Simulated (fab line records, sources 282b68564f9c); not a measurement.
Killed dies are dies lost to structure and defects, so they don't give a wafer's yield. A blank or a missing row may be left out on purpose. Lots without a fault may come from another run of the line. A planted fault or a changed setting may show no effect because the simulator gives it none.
Tool commonality check | flow rit_cmos | 14 lots, 42 wafers sampled

WHY IT WAS OPENED
At RIT_PWELL_TW_MEAS_10 the reading PWELL_TW is flagged on 2 of 14 lots. Wafers without a fault read 949, standard deviation 8.2.
Rule: a lot is flagged when every wafer of it that has a number lies more than 4 standard deviations from that mean, or none has a number. The other lots count as sound.

lot  | measured    | on            | PWELL_TW, wafer by wafer | flag
L899 | day 1 23:58 | film_metro-02 | 955 960 962              |
L900 | day 2 04:12 | film_metro-01 | 932 938 935              |
L901 | day 2 08:55 | film_metro-02 | 960 960 963              |
L902 | day 2 13:28 | film_metro-01 | 934 933 940              |
L903 | day 2 18:36 | film_metro-04 | 951 949 949              |
L904 | day 2 23:32 | film_metro-01 | 938 935 937              |
L905 | day 3 05:14 | film_metro-04 | 947 942 946              |
L914 | day 5 03:05 | film_metro-02 | 889 881 889              | FLAGGED
L915 | day 5 06:38 | film_metro-02 | 890 887 883              | FLAGGED
L918 | day 5 21:32 | film_metro-02 | 955 955 957              |
L919 | day 6 02:57 | film_metro-01 | 937 939 934              |
L920 | day 6 07:36 | film_metro-02 | 955 954 955              |
L921 | day 6 13:21 | film_metro-01 | 939 938 938              |
L922 | day 6 17:50 | film_metro-04 | 941 945 942              |
The numbers of the flagged lots are 886 on average: -62 against the usual, or -8 standard deviations.

WHICH TOOL RAN EACH LOT
The record holds 1 process step before the reading, out of a route of 202 steps. In each cell: the tool, then ch and the chambers that the sampled wafers went through, then the start.
lot  | flag    | RIT_PWELL_IMPLANT_08
L899 |         | implanter-04 ch 0, day 1 23:38
L900 |         | implanter-02 ch 0, day 2 03:53
L901 |         | implanter-03 ch 0, day 2 08:37
L902 |         | implanter-03 ch 0, day 2 13:08
L903 |         | implanter-04 ch 0, day 2 18:17
L904 |         | implanter-04 ch 0, day 2 23:13
L905 |         | implanter-04 ch 0, day 3 04:56
L914 | FLAGGED | implanter-03 ch 0, day 5 02:46
L915 | FLAGGED | implanter-03 ch 0, day 5 06:20
L918 |         | implanter-04 ch 0, day 5 21:07
L919 |         | implanter-02 ch 0, day 6 02:38
L920 |         | implanter-02 ch 0, day 6 07:16
L921 |         | implanter-02 ch 0, day 6 13:02
L922 |         | implanter-04 ch 0, day 6 17:32
What these steps do:
- RIT_PWELL_IMPLANT_08
- RIT_PWELL_TW_MEAS_10

FLAGGED OVER TOTAL, TOOL BY TOOL (the gauges that took the reading come last)
step                 | tool          | lots run | flagged | share of the flagged lots | sound lots run after its first flagged lot
RIT_PWELL_IMPLANT_08 | implanter-02  | 4        | 0       | none                      | -
RIT_PWELL_IMPLANT_08 | implanter-03  | 4        | 2       | all                       | 0
RIT_PWELL_IMPLANT_08 | implanter-04  | 6        | 0       | none                      | -
RIT_PWELL_TW_MEAS_10 | film_metro-01 | 5        | 0       | none                      | -
RIT_PWELL_TW_MEAS_10 | film_metro-02 | 6        | 2       | all                       | 2 (L918,L920)
RIT_PWELL_TW_MEAS_10 | film_metro-04 | 3        | 0       | none                      | -

WHAT THE TABLE ALLOWS
2 rows of the table ran every flagged lot: implanter-03 at RIT_PWELL_IMPLANT_08, film_metro-02 at RIT_PWELL_TW_MEAS_10.
- implanter-03 at RIT_PWELL_IMPLANT_08: 2 of its 4 lots flagged. Its last sound lot is L902 (day 2 13:08), its first flagged lot L914 (day 5 02:46): a fault that began between those two fits. Its own readings lie more than 4 standard deviations out on every wafer of the flagged lots: dose_ions_cm2, faraday_current_uA.
- film_metro-02 at RIT_PWELL_TW_MEAS_10: 2 of its 6 lots flagged. Sound lots ran on it after the first flagged one (L918, L920), which a lasting fault on the whole tool wouldn't allow.
One tool is left: implanter-03 at RIT_PWELL_IMPLANT_08.

WHAT THE SIMULATOR HAD PUT IN
Process parameter drift: implanter-03, from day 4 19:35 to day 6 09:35, at RIT_PWELL_IMPLANT_08. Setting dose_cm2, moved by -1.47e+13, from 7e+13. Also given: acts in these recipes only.
Lots struck among those shown: L914, L915. The rule above found the same.
